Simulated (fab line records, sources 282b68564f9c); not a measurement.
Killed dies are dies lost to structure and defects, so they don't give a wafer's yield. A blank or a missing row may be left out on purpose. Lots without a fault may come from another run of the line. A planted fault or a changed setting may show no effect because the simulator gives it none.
fab line records | flow rit_cmos
record lots=6 wafers=18 last_day=7
route steps=202 shown ACTIVE@11 FOX1@20 FOX2@23 NWELL@28 PWELL@39 WELLDRIVE@50 SILICIDE@161 M1@202
lots that met no fault: from a run of the same line without faults
start_h: hours from the record's first day to the start of the lot's first wafer shown | wait_h: hours since the lot's step before | " the same as in the row above | L1.1+2: a row that stands for several wafers | - no value, or no start given | * or withheld: withheld | < > ~ a bound
route shown NAME@n: a module of which the file shows steps, and the number in the route of the first | usual: mean/standard deviation of fault-free wafers | same: alike in all rows | chamber/n: place in a boat | sites: the reading at each site | _std_site: their standard deviation | _edge_site: outer sites' mean less inner sites' | radius_mm: how far each site lies from the wafer's centre | mask NAME#n: copy n | behind: the tool/chamber that last shaped the wafer | hold: why the lot was held/for how many hours/how that ended | device: the transistor (n, p or np) that didn't switch | end of line: the same wafers' tests at the end of the route | a step without rows: its recipe alone | killed: dies lost to structure and defects at the first sort, not the wafer's yield | map: a wafer's dies, x killed, . not, _ none there
set.NAME: the setting as run; set.NAME@STEP: as run at that earlier step | model.NAME: the simulator's own value behind a step, which no gauge read
lots at some steps of the route; a table a step, a row a wafer
services: from which hour (start_h, from the record's first day; less than 0 if before it) a tool's chamber was out of use, for how many hours, and why
## steps
# step RIT_ACTIVE_DEVELOP_10
# recipe resist=NOVOLAK develop_time_s=50 dev_temp_c=23
# step RIT_ACTIVE_CD_MEAS_11
# recipe target_cd_nm=1400
# usual cd_nm=1399.7/2.5
# columns lot.wafer tool chamber start_h wait_h cd_nm
L919.1 cd_sem-01 - 24.65 - 1400.1
L919.2 " - " " 1397.3
L919.6 " - " " 1399.6
L925.3 cd_sem-02 - 54.96 - 1399.5
L925.5 " - " " 1398.5
L925.6 " - " " 1399.6
L931.1 cd_sem-01 - 84.56 - 1398.6
L931.2 " - " " 1400.4
L931.6 " - " " 1400.4
L933.1 cd_sem-01 - 94.56 - 1401.4
L933.4 " - " " 1402.1
L933.5 " - " " 1405.1
L938.1 cd_sem-02 - 119.56 - 1399.3
L938.3 " - " " 1399.6
L938.5 " - " " 1398.2
L940.4 cd_sem-01 - 129.50 - 1395.9
L940.5 " - " " 1397.3
L940.6 " - " " 1398.2
# step RIT_ACTIVE_HARDBAKE_12
# recipe resist=NOVOLAK temp_c=140 time_s=60
# step RIT_ACTIVE_ETCH_13
# recipe stop_on=SiO2 chemistry=SF6 target=Si3N4 time_s=210 over_etch_frac=0.4 SF6_flow_sccm=200 pressure_mtorr=260 rf_w=125 target_depth_a=2100
# usual drypump_motor_current_A=5.6/0.5 oes_product_au=0.816/0.015 throttle_valve_pct=7.52/0.1
# same time_s=210
# columns lot.wafer tool chamber start_h wait_h drypump_motor_current_A oes_product_au rf_hours_counter_h throttle_valve_pct
L919.1 rie_diel-04 3 24.92 0.1 5.4 0.804 145 7.47
L919.2 " 0 " " 5.0 0.835 79 7.68
L919.6 " 2 " " 4.7 0.823 - 7.46
L925.3 rie_diel-02 0 55.19 0.1 6.1 0.839 46 7.65
L925.5 " 1 " " 5.3 0.803 - 7.62
L925.6 " 2 " " 5.9 0.843 - 7.51
L931.1 rie_diel-04 0 84.83 0.1 5.0 0.826 79 7.68
L931.2 " 2 " " 4.7 0.810 96 7.44
L931.6 " 3 " " 5.3 0.794 - 7.46
L933.1 rie_diel-02 0 94.83 0.1 6.1 0.827 47 7.67
L933.4 " 1 " " 5.3 0.800 97 7.60
L933.5 " 3 " " 5.7 0.821 - 7.37
L938.1 rie_diel-04 3 119.83 0.1 5.4 0.803 147 7.46
L938.3 " 0 " " 5.0 0.824 80 7.68
L938.5 " 1 " " 6.1 0.811 - 7.38
L940.4 rie_diel-02 2 129.71 0.1 5.8 0.847 89 7.50
L940.5 " 0 " " 6.1 0.836 - 7.66
L940.6 " 1 " " 5.3 0.813 - 7.60
# step RIT_ACTIVE_STRIP_14
# recipe chemistry=O2 time_s=180 resist=NOVOLAK platen_temp_c=withheld power_w=500 pressure_mtorr=4000 o2_flow_sccm=4000
# usual drypump_motor_current_A=5.84/0.28 o2_flow_sccm=4002/11
# same time_s=180
# columns lot.wafer tool chamber start_h wait_h drypump_motor_current_A o2_flow_sccm rf_hours_counter_h
L919.1 plasma_asher-02 1 25.06 0.1 5.98 4015 21
L919.2 " 0 " " 6.22 3987 21
L919.6 " 1 " " 5.96 4005 -
L925.3 plasma_asher-01 0 55.38 0.1 5.36 3991 -
L925.5 " 0 " " 5.38 4000 -
L925.6 " 1 " " 6.03 3991 -
L931.1 plasma_asher-04 1 84.97 0.1 5.52 4014 46
L931.2 " 0 " " 5.87 4004 46
L931.6 " 0 " " 5.88 3990 -
L933.1 plasma_asher-01 0 94.97 0.1 5.40 3986 45
L933.4 " 0 " " 5.40 4000 -
L933.5 " 0 " " 5.38 3993 -
L938.1 plasma_asher-04 1 119.97 0.1 5.50 4007 50
L938.3 " 1 " " 5.51 4005 -
L938.5 " 0 " " 5.87 4007 -
L940.4 plasma_asher-04 1 129.90 0.1 5.55 4013 -
L940.5 " 0 " " 5.89 3982 -
L940.6 " 1 " " 5.54 4015 -
# step RIT_ACTIVE_CD_MEAS_90
# recipe target_cd_nm=1400
# usual cd_nm=1399.7/2.5
# columns lot.wafer tool chamber start_h wait_h cd_nm
L919.1 cd_sem-02 - 25.23 0.1 1400.0
L919.2 " - " " 1397.4
L919.6 " - " " 1399.8
L925.3 cd_sem-02 - 55.53 0.1 1399.3
L925.5 " - " " 1398.6
L925.6 " - " " 1399.1
L931.1 cd_sem-01 - 85.14 0.1 1398.8
L931.2 " - " " 1400.4
L931.6 " - " " 1400.4
L933.1 cd_sem-01 - 95.14 0.1 1401.5
L933.4 " - " " 1401.9
L933.5 " - " " 1405.3
L938.1 cd_sem-01 - 120.14 0.1 1399.5
L938.3 " - " " 1399.2
L938.5 " - " " 1398.3
L940.4 cd_sem-01 - 130.08 0.1 1396.0
L940.5 " - " " 1397.1
L940.6 " - " " 1398.0
# step RIT_ACTIVE_CLEAN_15
# recipe chemistry=SC1 mix=3:3:50 time_s=600 temp_c=75
# step RIT_ACTIVE_CLEAN_16
# recipe chemistry=dHF dilution=50:1 time_s=30
# step RIT_ACTIVE_CLEAN_17
# recipe chemistry=SC2 mix=3:3:50 time_s=600 temp_c=75 dry=n2_spin
# step RIT_FOX1_OXIDATION_00
# recipe temp_c=1100 ambient=H2O target_thk_a=3507 p_h2o_torr=720 ox_time_s=1130
# step RIT_FOX1_THK_MEAS_01
# recipe reads=SiO2_of_FOX1_OXIDATION_00
# usual FOX1_OXIDE_THK=345/6.8
# columns lot.wafer tool chamber start_h wait_h FOX1_OXIDE_THK[nm]
L919.1 film_metro-01 - 27.14 0.0 343
L919.2 " - " " 348
L919.6 " - " " 344
L925.3 film_metro-03 - 57.31 0.0 344
L925.5 " - " " 342
L925.6 " - " " 349
L931.1 film_metro-01 - 86.99 0.0 339
L931.2 " - " " 330
L931.6 " - " " 335
L933.1 film_metro-01 - 97.30 0.0 337
L933.4 " - " " 335
L933.5 " - " " 336
L938.1 film_metro-01 - 121.96 0.0 341
L938.3 " - " " 345
L938.5 " - " " 346
L940.4 film_metro-02 - 134.45 0.0 347
L940.5 " - " " 347
L940.6 " - " " 346
# step RIT_FOX1_WET_ETCH_02
# recipe chemistry=BOE target_depth_nm=350 time_s=390 temp_c=21.5 dry=n2_spin dilution=10:1 target=SiO2
# step RIT_FOX2_OXIDATION_00
# recipe temp_c=1100 ambient=H2O target_thk_a=3507 p_h2o_torr=720 ox_time_s=1130
# usual ox_time_s=1130/0 spike_tc_source_C=1125.0/1.4
# columns lot.wafer tool chamber start_h wait_h ox_time_s spike_tc_source_C model.SiO2_of_FOX2_OXIDATION_00.thk_nm
L919.1 furnace-01 0 27.32 0.0 1130 1124.7 345
L919.2 " 0 " " 1130 1126.3 350.9
L919.6 " 0 " " 1130 1124.7 347.5
L925.3 furnace-02 0 57.47 0.0 1130 1128.2 357.8
L925.5 " 0 " " 1130 1126.8 356.1
L925.6 " 0 " " 1130 1127.6 353.2
L931.1 furnace-01 0 87.17 0.0 1356 1125.4 389.8
L931.2 " 0 " " 1356 1124.6 382.5
L931.6 " 0 " " 1356 1124.7 382.1
L933.1 furnace-01 0 97.48 0.0 1356 1125.0 387.9
L933.4 " 0 " " 1356 1125.5 391.1
L933.5 " 0 " " 1356 1124.9 391.3
L938.1 furnace-02 0 122.15 0.0 1130 1129.6 351
L938.3 " 0 " " 1130 1127.9 356.9
L938.5 " 0 " " 1130 1124.9 354.3
L940.4 furnace-03 0 134.85 0.3 1130 1123.4 353.3
L940.5 " 0 " " 1130 1125.7 344.4
L940.6 " 0 " " 1130 1122.9 348.4
# step RIT_FOX2_THK_MEAS_01
# recipe reads=SiO2_of_FOX2_OXIDATION_00
# usual FOX2_OXIDE_THK=345/7.3
# columns lot.wafer tool chamber start_h wait_h FOX2_OXIDE_THK[nm]
L919.1 film_metro-02 - 28.63 0.0 345
L919.2 " - " " 351
L919.6 " - " " 348
L925.3 film_metro-02 - 58.81 0.0 358
L925.5 " - " " 356
L925.6 " - " " 353
L931.1 film_metro-04 - 88.48 0.0 390
L931.2 " - " " 382
L931.6 " - " " 382
L933.1 film_metro-03 - 98.79 0.0 388
L933.4 " - " " 391
L933.5 " - " " 391
L938.1 film_metro-02 - 123.46 0.0 351
L938.3 " - " " 357
L938.5 " - " " 354
L940.4 film_metro-04 - 136.20 0.0 353
L940.5 " - " " 344
L940.6 " - " " 348
# step RIT_FOX2_CLEAN_02
# recipe chemistry=dHF dilution=50:1 time_s=180
# step RIT_FOX2_WET_ETCH_03
# recipe chemistry=H3PO4 target=Si3N4 target_depth_nm=195 temp_c=165 time_s=2700
# step RIT_FOX2_THK_MEAS_90
# recipe reads=SiO2_of_FOX2_OXIDATION_00
# usual FIELD_OXIDE_LEFT_1_THK=317/7.3
# columns lot.wafer tool chamber start_h wait_h FIELD_OXIDE_LEFT_1_THK[nm]
L919.1 film_metro-04 - 29.51 0.0 318
L919.2 " - " " 323
L919.6 " - " " 320
L925.3 film_metro-02 - 59.69 0.0 331
L925.5 " - " " 329
L925.6 " - " " 326
L931.1 film_metro-03 - 89.36 0.0 363
L931.2 " - " " 355
L931.6 " - " " 355
L933.1 film_metro-02 - 99.68 0.0 360
L933.4 " - " " 364
L933.5 " - " " 364
L938.1 film_metro-02 - 124.44 0.0 324
L938.3 " - " " 329
L938.5 " - " " 327
L940.4 film_metro-03 - 137.07 0.0 326
L940.5 " - " " 317
L940.6 " - " " 321
# step RIT_NWELL_HMDS_00
# recipe prime_time_s=60 prime_temp_c=140
# step RIT_NWELL_COAT_01
# recipe resist=NOVOLAK spin_rpm=2000 resist_thk_nm=1300
# step RIT_NWELL_SOFTBAKE_02
# recipe resist=NOVOLAK temp_c=90 time_s=60
# step RIT_NWELL_EXPOSE_03
# recipe mask_id=M2 na=0.57 target_cd_nm=43900 dose_mj=250
# step RIT_NWELL_PEB_04
# recipe resist=NOVOLAK temp_c=withheld time_s=withheld
# step RIT_NWELL_DEVELOP_05
# recipe resist=NOVOLAK develop_time_s=68 dev_temp_c=23
# step RIT_NWELL_OVL_MEAS_06
# usual NWELL_OVL=0.7/1.1
# columns lot.wafer tool chamber start_h wait_h NWELL_OVL[nm]
L919.1 overlay-01 - 30.45 - 0.6
L919.2 " - " " -0.3
L919.6 " - " " 1.4
L925.3 overlay-02 - 60.74 - 1.9
L925.5 " - " " -0.3
L925.6 " - " " 0.2
L931.1 overlay-01 - 90.44 - 0.3
L931.2 " - " " 1.2
L931.6 " - " " 0.4
L933.1 overlay-02 - 100.74 - 0.6
L933.4 " - " " 1.0
L933.5 " - " " 3.2
L938.1 overlay-01 - 125.50 - 0.2
L938.3 " - " " 1.2
L938.5 " - " " -0.6
L940.4 overlay-02 - 138.00 - -1.0
L940.5 " - " " -1.8
L940.6 " - " " -1.0
# step RIT_NWELL_HARDBAKE_07
# recipe resist=NOVOLAK temp_c=140 time_s=120
# step RIT_NWELL_IMPLANT_08
# recipe species=P energy_kev=170 dose_cm2=5e+13 tilt_deg=7
# step RIT_NWELL_STRIP_09
# recipe chemistry=O2 time_s=180 resist=NOVOLAK platen_temp_c=withheld power_w=500 pressure_mtorr=4000 o2_flow_sccm=4000
# usual drypump_motor_current_A=5.62/0.3 o2_flow_sccm=3999/14
# same time_s=180
# columns lot.wafer tool chamber start_h wait_h drypump_motor_current_A o2_flow_sccm rf_hours_counter_h
L919.1 plasma_asher-01 1 30.88 0.1 6.04 4002 37
L919.2 " 0 " " 5.36 3988 37
L919.6 " 1 " " 6.03 3991 -
L925.3 plasma_asher-04 1 61.23 0.1 5.53 3970 -
L925.5 " 1 " " 5.53 3986 -
L925.6 " 0 " " 5.84 4001 -
L931.1 plasma_asher-01 0 90.88 0.1 5.39 3974 44
L931.2 " 1 " " 6.04 3999 44
L931.6 " 0 " " 5.40 3992 -
L933.1 plasma_asher-01 1 101.18 0.1 6.03 4027 45
L933.4 " 1 " " 6.06 4011 -
L933.5 " 1 " " 6.05 3989 -
L938.1 plasma_asher-01 0 125.94 0.1 5.38 4002 1
L938.3 " 1 " " 6.04 3989 -
L938.5 " 1 " " 6.04 4004 -
L940.4 plasma_asher-01 1 138.48 0.1 6.02 4007 -
L940.5 " 1 " " 6.00 4006 -
L940.6 " 0 " " 5.37 4001 -
# step RIT_NWELL_TW_MEAS_10
# usual NWELL_TW=2152/17
# columns lot.wafer tool chamber start_h wait_h NWELL_TW
L919.1 film_metro-02 - 31.06 0.1 2174
L919.2 " - " " 2170
L919.6 " - " " 2176
L925.3 film_metro-02 - 61.36 0.1 2167
L925.5 " - " " 2175
L925.6 " - " " 2172
L931.1 film_metro-01 - 91.06 0.1 2164
L931.2 " - " " 2162
L931.6 " - " " 2172
L933.1 film_metro-02 - 101.35 0.1 2177
L933.4 " - " " 2169
L933.5 " - " " 2186
L938.1 film_metro-04 - 126.11 0.1 2145
L938.3 " - " " 2129
L938.5 " - " " 2133
L940.4 film_metro-02 - 138.62 0.1 2162
L940.5 " - " " 2157
L940.6 " - " " 2154
# step RIT_PWELL_HMDS_00
# recipe prime_time_s=60 prime_temp_c=140
# step RIT_PWELL_COAT_01
# recipe resist=NOVOLAK spin_rpm=2000 resist_thk_nm=1300
# step RIT_PWELL_SOFTBAKE_02
# recipe resist=NOVOLAK temp_c=90 time_s=60
# step RIT_PWELL_EXPOSE_03
# recipe mask_id=M3 na=0.57 target_cd_nm=43700 dose_mj=250
# step RIT_PWELL_PEB_04
# recipe resist=NOVOLAK temp_c=withheld time_s=withheld
# step RIT_PWELL_DEVELOP_05
# recipe resist=NOVOLAK develop_time_s=68 dev_temp_c=23
# step RIT_PWELL_OVL_MEAS_06
# usual PWELL_OVL=1.2/1.7
# columns lot.wafer tool chamber start_h wait_h PWELL_OVL[nm]
L919.1 overlay-01 - 32.12 - 1.0
L919.2 " - " " 0.3
L919.6 " - " " 0.2
L925.3 overlay-02 - 62.52 - 3.6
L925.5 " - " " 2.2
L925.6 " - " " 0.8
L931.1 overlay-01 - 92.00 - 5.8
L931.2 " - " " 2.3
L931.6 " - " " 3.3
L933.1 overlay-01 - 102.29 - -1.2
L933.4 " - " " -1.6
L933.5 " - " " -1.2
L938.1 overlay-02 - 127.05 - -0.1
L938.3 " - " " 2.9
L938.5 " - " " 0.0
L940.4 overlay-01 - 139.74 - 2.3
L940.5 " - " " 3.4
L940.6 " - " " 3.8
# step RIT_PWELL_HARDBAKE_07
# recipe resist=NOVOLAK temp_c=140 time_s=120
# step RIT_PWELL_IMPLANT_08
# recipe species=B energy_kev=170 dose_cm2=7e+13 tilt_deg=7
# step RIT_PWELL_STRIP_09
# recipe chemistry=O2 time_s=180 resist=NOVOLAK platen_temp_c=withheld power_w=500 pressure_mtorr=4000 o2_flow_sccm=4000
# usual drypump_motor_current_A=5.7/0.35 o2_flow_sccm=4000/12
# same time_s=180
# columns lot.wafer tool chamber start_h wait_h drypump_motor_current_A o2_flow_sccm rf_hours_counter_h
L919.1 plasma_asher-02 0 32.56 0.1 6.2 4017 22
L919.2 " 1 " " 6.0 4015 22
L919.6 " 1 " " 6.0 3983 -
L925.3 plasma_asher-04 0 63.00 0.1 5.9 4001 -
L925.5 " 1 " " 5.5 3993 -
L925.6 " 0 " " 5.9 4016 -
L931.1 plasma_asher-02 1 92.43 0.1 6.0 4002 29
L931.2 " 0 " " 6.2 3994 29
L931.6 " 1 " " 5.9 4026 -
L933.1 plasma_asher-02 0 102.73 0.1 6.3 4017 30
L933.4 " 1 " " 6.0 4033 -
L933.5 " 0 " " 6.2 4011 -
L938.1 plasma_asher-03 1 127.49 0.1 5.5 4005 50
L938.3 " 1 " " 5.5 4011 -
L938.5 " 0 " " 5.2 3977 -
L940.4 plasma_asher-04 1 140.21 0.1 5.5 4002 -
L940.5 " 0 " " 5.9 3996 -
L940.6 " 1 " " 5.5 3984 -
# step RIT_PWELL_TW_MEAS_10
# usual PWELL_TW=956/6.9
# columns lot.wafer tool chamber start_h wait_h PWELL_TW
L919.1 film_metro-04 - 32.74 0.1 946
L919.2 " - " " 942
L919.6 " - " " 947
L925.3 film_metro-02 - 63.14 0.1 961
L925.5 " - " " 961
L925.6 " - " " 957
L931.1 film_metro-04 - 92.61 0.1 953
L931.2 " - " " 949
L931.6 " - " " 950
L933.1 film_metro-01 - 102.90 0.1 957
L933.4 " - " " 958
L933.5 " - " " 960
L938.1 film_metro-02 - 127.66 0.1 957
L938.3 " - " " 961
L938.5 " - " " 949
L940.4 film_metro-02 - 140.36 0.1 957
L940.5 " - " " 960
L940.6 " - " " 959
# step RIT_WELLDRIVE_ANNEAL_00
# recipe temp_c=1100 time_s=14700 ambient=N2
# step RIT_WELLDRIVE_RS_MEAS_01
# recipe thk_meas_gauge=four-point-probe
# usual NWELL_RS=275.3/0.85
# columns lot.wafer tool chamber start_h wait_h NWELL_RS[ohm/sq]
L919.1 film_metro-02 - 37.88 0.0 274.7
L919.2 " - " " 274.4
L919.6 " - " " 275.0
L925.3 film_metro-01 - 68.30 0.0 274.6
L925.5 " - " " 274.4
L925.6 " - " " 274.8
L931.1 film_metro-02 - 97.75 0.0 273.5
L931.2 " - " " 274.7
L931.6 " - " " 274.1
L933.1 film_metro-04 - 108.05 0.0 274.1
L933.4 " - " " 273.8
L933.5 " - " " 274.1
L938.1 film_metro-02 - 132.81 0.0 275.2
L938.3 " - " " 275.8
L938.5 " - " " 275.7
L940.4 film_metro-02 - 145.61 0.1 275.3
L940.5 " - " " 277.2
L940.6 " - " " 276.8
# step RIT_WELLDRIVE_RS_MEAS_02
# recipe thk_meas_gauge=four-point-probe
# usual PWELL_RS=429.7/1.1
# columns lot.wafer tool chamber start_h wait_h PWELL_RS[ohm/sq]
L919.1 film_metro-02 - 38.00 0.1 431.4
L919.2 " - " " 431.7
L919.6 " - " " 430.4
L925.3 film_metro-01 - 68.42 0.1 431.3
L925.5 " - " " 430.4
L925.6 " - " " 429.7
L931.1 film_metro-02 - 97.87 0.1 430.6
L931.2 " - " " 429.4
L931.6 " - " " 429.2
L933.1 film_metro-04 - 108.17 0.1 430.0
L933.4 " - " " 427.9
L933.5 " - " " 428.9
L938.1 film_metro-02 - 132.93 0.1 430.6
L938.3 " - " " 429.6
L938.5 " - " " 431.1
L940.4 film_metro-02 - 145.73 0.1 430.2
L940.5 " - " " 429.9
L940.6 " - " " 429.2
# step RIT_FOX2_THK_MEAS_91
# recipe reads=SiO2_of_FOX2_OXIDATION_00
# usual FIELD_OXIDE_LEFT_2_THK=249/7.4
# columns lot.wafer tool chamber start_h wait_h FIELD_OXIDE_LEFT_2_THK[nm]
L919.1 film_metro-02 - 41.67 0.0 250
L919.2 " - " " 256
L919.6 " - " " 253
L925.3 film_metro-03 - 72.44 0.0 262
L925.5 " - " " 259
L925.6 " - " " 257
L931.1 film_metro-02 - 101.76 0.0 295
L931.2 " - " " 287
L931.6 " - " " 287
L933.1 film_metro-02 - 112.22 0.0 292
L933.4 " - " " 295
L933.5 " - " " 295
L938.1 film_metro-02 - 136.84 0.0 257
L938.3 " - " " 262
L938.5 " - " " 259
L940.4 film_metro-02 - 149.42 0.0 258
L940.5 " - " " 249
L940.6 " - " " 253
# step RIT_SILICIDE_WET_ETCH_00
# recipe chemistry=BOE target=SiO2 target_depth_nm=14 time_s=15 dry=n2_spin dilution=10:1 temp_c=21.5
# same time_s=15
# columns lot.wafer tool chamber start_h wait_h model.SiO2_of_FOX2_OXIDATION_00.thk_nm
L919.1 wet_bench-02 1 62.04 0.1 146.3
L919.2 " 1 " " 151.1
L919.6 " 1 " " 147.2
L925.3 wet_bench-02 1 92.49 0.1 156.1
L925.5 " 1 " " 154.3
L925.6 " 1 " " 151.8
L931.1 wet_bench-01 1 120.22 0.1 189.6
L931.2 " 1 " " 181.4
L931.6 " 1 " " 181.5
L933.1 wet_bench-04 3 129.45 0.1 187.1
L933.4 " 3 " " 188.7
L933.5 " 3 " " 189.7
L938.1 wet_bench-02 0 154.72 0.1 150.7
L938.3 " 0 " " 157.5
L938.5 " 0 " " 155.1
L940.4 wet_bench-02 1 167.72 0.0 154
L940.5 " 1 " " 144.5
L940.6 " 1 " " 148.6
# step RIT_M1_PROBE_99
# usual killed_at_M0_to_M3=0.0/0.14 killed_at_front_end=7/3 killed_dies=7/3.1 killed_open=3.4/2.1 killed_short=3.2/1.9
# same gross_dies=264 killed_at_M4_up=0 killed_at_back_side=0 killed_at_contacts=0 killed_at_other=0
# columns lot.wafer tool chamber start_h wait_h killed_at_M0_to_M3 killed_at_front_end killed_dies killed_open killed_short model.etest.nldd.width_nm model.etest.pldd.width_nm model.etest.nplus_sal.width_nm model.etest.pplus_sal.width_nm model.etest.pwell.rs_ohm_sq model.etest.field_n.vt_v model.etest.field_p_metal.vt_v model.etest.field_p.vt_v
L919.1 prober-01 - 68.92 0.1 0 2 2 1 1 3212 3202 3452 3458 411.8 34.08 -29.93 -12.96
L919.2 prober-01 - 68.97 0.1 0 6 6 2 4 3179 3197 3447 3452 417.3 34.84 -29.61 -12.86
L919.6 prober-01 - 69.17 0.2 0 4 4 1 3 3219 3216 3478 3477 417.3 34.44 -30.2 -12.88
L925.3 prober-02 - 99.66 0.2 0 8 8 5 3 3198 3194 3464 3462 416.8 35.39 -28.12 -12.44
L925.5 prober-02 - 99.76 0.2 0 7 7 3 4 3207 3199 3476 3479 422.1 35.19 -28.3 -12.39
L925.6 prober-02 - 99.81 0.2 1 9 10 5 5 3195 3189 3445 3440 419.4 34.88 -28.61 -12.3
L931.1 prober-02 - 127.24 0.1 0 6 6 4 2 3142 3131 3410 3402 430.4 39.81 -29.07 -13.67
L931.2 prober-02 - 127.29 0.1 0 3 3 1 2 3146 3153 3457 3437 426.2 38.87 -29.61 -13.55
L931.6 prober-02 - 127.49 0.2 0 3 3 1 2 3165 3152 3455 3432 425.5 38.87 -29.72 -13.55
L933.1 prober-02 - 137.79 0.1 0 6 6 4 2 3145 3158 3423 3430 421.3 39.5 -28.79 -13.42
L933.4 prober-02 - 137.94 0.2 0 5 5 2 3 3145 3142 3446 3451 427.1 39.97 -28.6 -13.55
L933.5 prober-02 - 137.99 0.2 0 9 9 7 2 3136 3139 3452 3431 416.1 39.96 -28.82 -13.49
L938.1 prober-01 - 161.92 0.1 0 9 9 6 3 3200 3179 3468 3459 415.5 34.76 -28.95 -12.69
L938.3 prober-01 - 162.02 0.2 0 11 11 4 7 3197 3203 3459 3454 417.7 35.48 -28.68 -12.78
L938.5 prober-01 - 162.12 0.2 0 6 6 2 4 3184 3188 3436 3437 423.2 35.13 -29.27 -12.73
L940.4 prober-01 - 175.24 0.2 0 7 7 3 4 3150 3144 3413 3435 415.6 35.15 -28.66 -12.59
L940.5 prober-01 - 175.29 0.2 0 6 6 4 2 3142 3148 3428 3447 415.5 33.96 -29.38 -12.5
L940.6 prober-01 - 175.34 0.2 0 3 3 1 2 3171 3169 3435 3441 412.1 34.55 -28.59 -12.54
# killed by level:class
L919.1 GATE:geometric_particle:open=1 SILICIDE:geometric_particle:short=1
L919.2 REOX:geometric_particle:short=2 FOX2:geometric_particle:short=1 FOX2:geometric_particle:open=1 GATE:geometric_particle:open=1 GATE:geometric_particle:short=1
L919.6 GATE:geometric_particle:short=2 FOX2:geometric_particle:short=1 GATE:geometric_particle:open=1
L925.3 GATE:geometric_particle:open=3 GATE:geometric_particle:short=2 FOX1:geometric_particle:open=1 FOX2:geometric_particle:open=1 REOX:geometric_particle:short=1
L925.5 GATE:geometric_particle:short=2 SILICIDE:geometric_particle:open=2 FOX2:geometric_particle:short=1 GATE:geometric_particle:open=1 SILICIDE:geometric_particle:short=1
L925.6 GATE:geometric_particle:open=3 FOX1:geometric_particle:short=2 SILICIDE:geometric_particle:short=2 REOX:geometric_particle:short=1 SPACER:geometric_particle:open=1 M1:geometric_particle:open=1
L931.1 SPACER:geometric_particle:open=2 SILICIDE:geometric_particle:open=2 GATE:geometric_particle:short=1 REOX:geometric_particle:short=1
L931.2 FOX2:geometric_particle:short=1 GATE:geometric_particle:open=1 REOX:geometric_particle:short=1
L931.6 GATE:geometric_particle:short=1 SPACER:geometric_particle:open=1 SILICIDE:geometric_particle:short=1
L933.1 FOX1:geometric_particle:open=2 GATE:geometric_particle:open=2 FOX1:geometric_particle:short=1 SILICIDE:geometric_particle:short=1
L933.4 SILICIDE:geometric_particle:short=2 REOX:geometric_particle:open=1 SPACER:geometric_particle:open=1 SPACER:geometric_particle:short=1
L933.5 FOX1:geometric_particle:open=3 REOX:geometric_particle:open=2 SPACER:geometric_particle:short=2 GATE:geometric_particle:open=1 SPACER:geometric_particle:open=1
L938.1 FOX1:geometric_particle:open=3 FOX1:geometric_particle:short=1 GATE:geometric_particle:open=1 REOX:geometric_particle:open=1 REOX:geometric_particle:short=1 SILICIDE:geometric_particle:open=1 SILICIDE:geometric_particle:short=1
L938.3 FOX1:geometric_particle:open=2 GATE:geometric_particle:short=2 REOX:geometric_particle:short=2 SILICIDE:geometric_particle:short=2 FOX1:geometric_particle:short=1 GATE:geometric_particle:open=1 SILICIDE:geometric_particle:open=1
L938.5 GATE:geometric_particle:short=2 ACTIVE:geometric_particle:open=1 GATE:geometric_particle:open=1 REOX:geometric_particle:short=1 SILICIDE:geometric_particle:short=1
L940.4 FOX1:geometric_particle:open=1 FOX2:geometric_particle:short=1 GATE:geometric_particle:open=1 GATE:geometric_particle:short=1 REOX:geometric_particle:open=1 SPACER:geometric_particle:short=1 SILICIDE:geometric_particle:short=1
L940.5 FOX2:geometric_particle:open=2 GATE:geometric_particle:short=2 GATE:geometric_particle:open=1 SPACER:geometric_particle:open=1
L940.6 FOX2:geometric_particle:short=1 SPACER:geometric_particle:open=1 SPACER:geometric_particle:short=1
## services
# columns tool chamber start_h hours kind
rie_diel-02 - 5.74 30.8 repair
furnace-02 - 10.57 3.2 pm
plasma_asher-01 - 17.66 12.7 repair
rie_diel-02 - 49.11 2.8 pm
plasma_asher-04 - 71.49 0.9 repair
furnace-01 - 76.94 2.8 pm
wet_bench-04 - 82.53 3.8 repair
plasma_asher-01 - 108.75 9.0 pm
plasma_asher-01 0 108.75 9.0 vent_cycle
plasma_asher-01 1 108.75 9.0 vent_cycle
plasma_asher-03 - 114.87 0.8 repair
plasma_asher-01 0 117.75 - clean
plasma_asher-01 1 117.75 - clean
wet_bench-04 - 122.70 1.9 pm
furnace-03 - 131.14 3.7 pm
furnace-03 - 139.86 2.1 pm
rie_diel-04 2 144.36 2.7 repair
plasma_asher-02 - 153.84 2.0 repair
rie_diel-04 3 158.52 - clean
plasma_asher-01 - 161.47 3.1 repair
## key
first_sign step=RIT_FOX2_OXIDATION_00 reading=ox_time_s direction=up sigmas=99+ usual=* struck=*
effect step=RIT_FOX2_THK_MEAS_01 reading=FOX2_OXIDE_THK direction=up sigmas=5.9 usual=345 struck=387
effect step=RIT_FOX2_THK_MEAS_90 reading=FIELD_OXIDE_LEFT_1_THK direction=up sigmas=5.8 usual=317 struck=360
effect step=RIT_FOX2_THK_MEAS_91 reading=FIELD_OXIDE_LEFT_2_THK direction=up sigmas=5.7 usual=249 struck=292
model_effect step=RIT_FOX2_OXIDATION_00 value=SiO2_of_FOX2_OXIDATION_00.thk_nm without=347 struck=387.4
model_effect step=RIT_SILICIDE_WET_ETCH_00 value=SiO2_of_FOX2_OXIDATION_00.thk_nm without=145.9 struck=186.3
model_effect step=RIT_M1_PROBE_99 value=etest.nldd.width_nm without=3198 struck=3147
met_at RIT_FOX2_OXIDATION_00
struck_wafers L931.1,L931.2,L931.6,L933.1,L933.4,L933.5
tester_left_out L931,L933
onset_between 27.32 87.17
fault kind=process_parameter_drift tool=furnace-01 chamber=- onset_h=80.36 steps=RIT_FOX2_OXIDATION_00 channel=ox_time_s offset=* shape=step end_h=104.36 acts_in=* stated=*
# tester_left_out: of these lots the tester's yield and bins aren't shown, on N5 and GAA mostly nor the transistor test; their killed dies are dies lost to structure and defects alone, not to doping, threshold or leakage, so they don't give the yield
